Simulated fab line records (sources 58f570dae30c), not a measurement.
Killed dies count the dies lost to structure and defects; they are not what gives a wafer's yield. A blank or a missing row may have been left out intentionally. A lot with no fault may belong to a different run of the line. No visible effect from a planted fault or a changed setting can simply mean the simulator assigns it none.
One fault through the eyes of 2 desks | flow berkeley_cmos170 | each desk has only its own numbers; what lay behind them comes last

## FOR THE TOOL OWNER'S DESK: rie_diel-03
The tool's own readings at UCB170_NWELL_ETCH_13 (etches Si3N4 in CH3F/Ar/O2, stops on SiO2, target depth 246.4 nm, time 154 s): means of the sampled wafers that have a number, for each lot that ran on this tool. A lot is out of limits, marked OUT, if its mean lies more than 4 standard deviations from the usual mean; the brackets give that distance.
Columns: A = drypump_motor_current_A at UCB170_NWELL_ETCH_13, usual 5.7 A; B = oes_product_au at UCB170_NWELL_ETCH_13, usual 0.940 a.u.; C = throttle_valve_pct at UCB170_NWELL_ETCH_13, usual 8.06 %
lot  | first seen here | A   | B     | C
L161 | day 2 16:10     | 5.6 | 0.949 | 8.04
L162 | day 3 03:37     | 5.9 | 0.953 | 8.03
L163 | day 3 15:29     | 5.7 | 0.948 | 8.11
L165 | day 4 00:22     | 5.7 | 0.947 | 8.11
L171 | day 5 14:24     | 5.7 | 0.933 | 8.10
L179 | day 6 07:41     | 6.5 | 0.960 | 8.11
Finding of this desk: none of the 6 lots has anything out of limits.

## AT THE METROLOGY DESK
What the gauges read, lot by lot, whatever tool the lot ran on: means of the sampled wafers that have a number. A lot is out of limits, marked OUT, if its mean lies more than 4 standard deviations from the usual mean; the brackets give that distance.
Columns: A = M2_AL_RS at UCB170_M2_RS_MEAS_02, usual 0.032 ohm/sq
lot  | first seen here | A
L161 | day 8 21:48     | 0.032
L160 | day 9 02:16     | 0.032
L162 | day 9 22:17     | 0.032
L163 | day 9 22:23     | 0.032
L164 | day 9 22:32     | 0.033
L165 | day 10 20:09    | 0.032
L168 | day 10 22:04    | 0.032
L171 | day 11 12:05    | 0.032
L172 | day 11 13:04    | 0.032
L173 | day 11 13:14    | 0.032
L169 | day 11 13:23    | 0.032
L179 | day 12 22:36    | 0.032
L182 | day 13 02:25    | 0.032
Finding of this desk: none of the 13 lots has anything out of limits.

## BROUGHT TOGETHER
The tool owner's desk saw nothing out of limits.
Nothing out of limits was seen by the metrology desk.

## WHAT THE SIMULATOR PUT IN
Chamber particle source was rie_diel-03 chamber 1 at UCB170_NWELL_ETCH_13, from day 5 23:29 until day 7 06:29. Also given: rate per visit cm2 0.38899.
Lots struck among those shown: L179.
